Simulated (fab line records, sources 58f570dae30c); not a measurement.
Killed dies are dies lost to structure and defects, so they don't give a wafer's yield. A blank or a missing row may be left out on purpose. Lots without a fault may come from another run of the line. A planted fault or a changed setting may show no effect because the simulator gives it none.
Split-lot experiment | flow berkeley_cmos170 | 5 lots, 23 wafers read, on a route of 331 steps

THE SPLIT
At UCB170_START_OXIDATION_02 (target thk 20 nm, ox time 1800 s), the setting ox_time_s was moved away from the recipe's 1800 s on 15 of the 23 wafers read, by +5.6% to +9.6%. The other wafers ran this setting at the recipe's value.

The file shows no step between the split and the reading.

THE READING
START_OXIDE_THK, in nm, at UCB170_START_THK_MEAS_03. Fault-free wafers of this fab line usually give 20.1 nm, standard deviation 0.33 nm.

wafer  | tool, chamber at the split | ox_time_s as run, s | against the recipe | START_OXIDE_THK, nm | against lot-mates on the recipe
L074.1 | -, -                       | 1938                | +7.7%              | 21.5                | no lot-mate on the recipe
L074.2 | -, -                       | 1938                | +7.7%              | 21.3                | no lot-mate on the recipe
L074.3 | -, -                       | 1938                | +7.7%              | 21.3                | no lot-mate on the recipe
L074.4 | -, -                       | 1938                | +7.7%              | 21.4                | no lot-mate on the recipe
L074.6 | -, -                       | 1938                | +7.7%              | 21.6                | no lot-mate on the recipe
L075.1 | -, -                       | 1972                | +9.6%              | 21.5                | no lot-mate on the recipe
L075.2 | -, -                       | 1972                | +9.6%              | 21.7                | no lot-mate on the recipe
L075.3 | -, -                       | 1972                | +9.6%              | 21.5                | no lot-mate on the recipe
L075.4 | -, -                       | 1972                | +9.6%              | 21.8                | no lot-mate on the recipe
L075.5 | -, -                       | 1972                | +9.6%              | 21.5                | no lot-mate on the recipe
L077.1 | -, -                       | 1800                | recipe             | 19.6                | -
L077.2 | -, -                       | 1800                | recipe             | 19.6                | -
L077.4 | -, -                       | 1800                | recipe             | 19.6                | -
L077.5 | -, -                       | 1800                | recipe             | 19.4                | -
L077.6 | -, -                       | 1800                | recipe             | 19.3                | -
L082.1 | -, -                       | 1900                | +5.6%              | 20.8                | no lot-mate on the recipe
L082.2 | -, -                       | 1900                | +5.6%              | 20.6                | no lot-mate on the recipe
L082.4 | -, -                       | 1900                | +5.6%              | 21.0                | no lot-mate on the recipe
L082.5 | -, -                       | 1900                | +5.6%              | 20.6                | no lot-mate on the recipe
L082.6 | -, -                       | 1900                | +5.6%              | 20.8                | no lot-mate on the recipe
L083.1 | furnace-02, 0              | 1800                | recipe             | 19.4                | -
L083.2 | furnace-02, 0              | 1800                | recipe             | 19.4                | -
L083.5 | furnace-02, 0              | 1800                | recipe             | 19.4                | -

THE FIT
A straight line over all 23 wafers: START_OXIDE_THK changes by +0.234 nm for each +1% of ox_time_s; r = +0.99; the points scatter about the line by 0.16 nm.
Too few moved wafers have a lot-mate on the recipe to fit a line with each lot's own level taken away.

THE WHOLE CHAIN: every reading that the file lists as answering this split, in the file's order
step                      | what it does                     | reading                                                                            | change (the file's fit)               | r (the file's)
UCB170_START_OXIDATION_02 | target thk 20 nm, ox time 1800 s | SiO2_of_START_OXIDATION_02.thk_nm (the simulator's own value, which no gauge read) | +0.237 nm for each +1% of the setting | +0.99
UCB170_START_THK_MEAS_03  |                                  | START_OXIDE_THK                                                                    | +0.235 for each +1% of the setting    | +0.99

THE FILE'S OWN FIT
START_OXIDE_THK changes by +0.235 nm for each +1% of ox_time_s, r = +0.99.
